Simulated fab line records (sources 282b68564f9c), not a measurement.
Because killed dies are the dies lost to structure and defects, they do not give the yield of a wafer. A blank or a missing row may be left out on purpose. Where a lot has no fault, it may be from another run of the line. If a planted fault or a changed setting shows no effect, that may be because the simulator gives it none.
Which of the tools did it? | flow ritCmos | Sampling: 7 lots, 21 wafers, 2 of 202 route steps

## WHAT EACH GAUGE READ, for each wafer
RIT_REOX_THK_MEAS_04.
lot  | measured    | on           | REOX_OXIDE_THK (nm)
L479 | day 3 07:18 | filmMetro-02 | 25.6 25.5 25.5
L483 | day 3 23:17 | filmMetro-04 | 25.5 25.1 25.4
L487 | day 5 02:13 | filmMetro-04 | 24.5 24.6 24.5
L489 | day 5 11:52 | filmMetro-02 | 25.1 25.9 25.8
L491 | day 6 03:17 | filmMetro-04 | 25.9 26.1 26.0
L495 | day 6 21:29 | filmMetro-04 | 20.0 19.2 19.8
L498 | day 7 01:58 | filmMetro-04 | 20.2 20.0 19.8

## EACH LOT AND THE TOOL THAT RAN IT (in order: tool; ch and the chambers of the sampled wafers; start)
lot  | RIT_REOX_OXIDATION_03
L479 | furnace-01 ch 0, day 3 04:45
L483 | furnace-01 ch 0, day 3 20:43
L487 | furnace-03 ch 0, day 4 23:40
L489 | furnace-03 ch 0, day 5 09:19
L491 | furnace-01 ch 0, day 6 00:44
L495 | furnace-01 ch 0, day 6 18:55
L498 | furnace-01 ch 0, day 6 23:24
- RIT_REOX_OXIDATION_03: target thk 25.2 nm, ox time 5580 s.

## THE ANSWER, worked out from the rows above alone
Rule: usual is defined by the lots themselves. The widest of any qualifying gaps counts: lots, ordered by their means at a reading, are off when they make up no more than a third of the lots, leave a main group of 4 or more, and stand apart from it by 3 or more times the standard deviation of that group's means. If all means in a main group match to the digits the tables above print for the reading, that group is not used. Also off: a lot with no number at a reading for which 4 or more lots have one. All remaining lots with rows at the step are treated as sound.
Off: L495, L498, at RIT_REOX_THK_MEAS_04 (REOX_OXIDE_THK). For the main group the mean is 25.4 nm and the standard deviation 0.48.
If a tool, at a process step before that reading, ran all the lots that are off and no sound lot after the first of them, it fits. Gauges at RIT_REOX_THK_MEAS_04: tried the same way as those tools. Undecided on this evidence; 2 tools fit (furnace-01 at RIT_REOX_OXIDATION_03, filmMetro-04 at RIT_REOX_THK_MEAS_04).

## WHAT THE SIMULATOR PUT IN
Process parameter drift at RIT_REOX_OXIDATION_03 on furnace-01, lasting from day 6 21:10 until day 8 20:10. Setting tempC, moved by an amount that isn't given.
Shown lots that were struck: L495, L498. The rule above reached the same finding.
